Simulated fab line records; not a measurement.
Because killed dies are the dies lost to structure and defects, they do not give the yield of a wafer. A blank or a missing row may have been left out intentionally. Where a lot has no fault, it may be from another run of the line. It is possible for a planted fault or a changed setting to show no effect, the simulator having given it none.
A lot that was struck, set against a sound lot | flow berkeley-cmos170 | 14 out of 331 route steps
Sound: wafers L527.3, L527.4, L527.5. Struck: wafer L531.5 (left out: L531.2, L531.4 of the same lot, which were not struck); the cause appears at the end.
For every step that has rows: the tool of each side, followed by ch and its chambers, followed by its first start. Under that, the readings that differ: sound wafers | struck wafers | difference of the means | sigmas: that difference in standard deviations of wafers without a fault.
alike: a reading whose means differ by less than 2 such deviations, as well as words and numbers matching on both sides. not compared: withheld readings; readings where some wafer has no value; bounds like >300 that might hide an equal value; numbers whose values overlap and for which the record gives no deviation.
A row with sigmas, a row that says differs or no value, or rows on one side alone: a step with any of these is where the two part. Numbers that have no deviation but don't overlap get no sigmas and don't part them. Lack of a reading on every wafer of one side parts them only where that side has two or more wafers.

first, 2 steps without rows for these wafers: UCB170_NLDD_PEB_04; UCB170_NLDD_DEVELOP_05 (develop time 45 s).
UCB170_NLDD_CD_MEAS_06: the cd target is 1200 nm.
  sound on cd-sem-01, day 8 11:58; struck on cd-sem-01, day 9 01:20
  alike: cd-nm
UCB170_NLDD_OVL_MEAS_07:
  sound on overlay-02, day 8 12:03; struck on overlay-02, day 9 01:26
  alike: NLDD_OVL
then, 2 steps without rows for these wafers: UCB170_NLDD_IMPLANT_08; UCB170_NLDD_IMPLANT_09.
UCB170_NLDD_STRIP_10: strips in O2.
  sound on plasma-asher-04 ch 0,1, day 8 12:25; struck on plasma-asher-02 ch 1, day 9 01:46
  alike: drypump-motor-current-A, oes-product-au, strip-time-to-endpoint-s
  not compared: rf-hours-counter-h
UCB170_NLDD_TW_MEAS_11:
  sound on film-metro-02, day 8 12:30; struck on film-metro-02, day 9 01:52
  alike: NLDD_TW
then, 1 step without rows for these wafers: UCB170_NLDD_CLEAN_12 (cleans in SPM, time 600 s).
UCB170_SPACER_CVD_00: deposits SiO2 from TEOS/O2, target thk 376 nm, time 47 s.
  sound on pecvd-02 ch 0,1, day 8 12:44; struck on pecvd-03 ch 2, day 9 02:11
  alike: heater-power-w, susceptor-temp-C
UCB170_SPACER_THK_MEAS_01:
  sound on film-metro-03, day 8 12:47; struck on film-metro-03, day 9 02:16
  alike: SPACER_TEOS_THK
then, 1 step without rows for these wafers: UCB170_SPACER_ANNEAL_02 (time 1800 s).
UCB170_SPACER_ETCHBACK_03: etches SiO2 in CHF3/CF4/Ar, stops on Si, target depth 376 nm, time 100 s.
  sound on rie-diel-02 ch 1,3, day 8 16:51; struck on rie-diel-02 ch 0, day 9 07:01
  reading                  | sound             | struck | difference | sigmas
  oes-product-au (a.u.)    | 0.922 0.890 0.885 | 1.012  | +0.113     | +6
  run-length-s (s)         | 128.2 127.4 127.3 | 110.2  | -17.4      | -37
  model.etch.depth-nm (nm) | 375 376.7 374.8   | 354.1  | -21.4      |
  alike: drypump-motor-current-A, throttle-valve-pct
  not compared: rf-hours-counter-h
then, 1 step without rows for these wafers: UCB170_PSD_HMDS_00 (prime time 60 s).

== WHERE THEY PART ==
Only at UCB170_SPACER_ETCHBACK_03, within this record.

WHY: the cause the simulator had injected
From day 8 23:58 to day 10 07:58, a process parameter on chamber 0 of rie-diel-02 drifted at UCB170_SPACER_ETCHBACK_03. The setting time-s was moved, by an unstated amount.
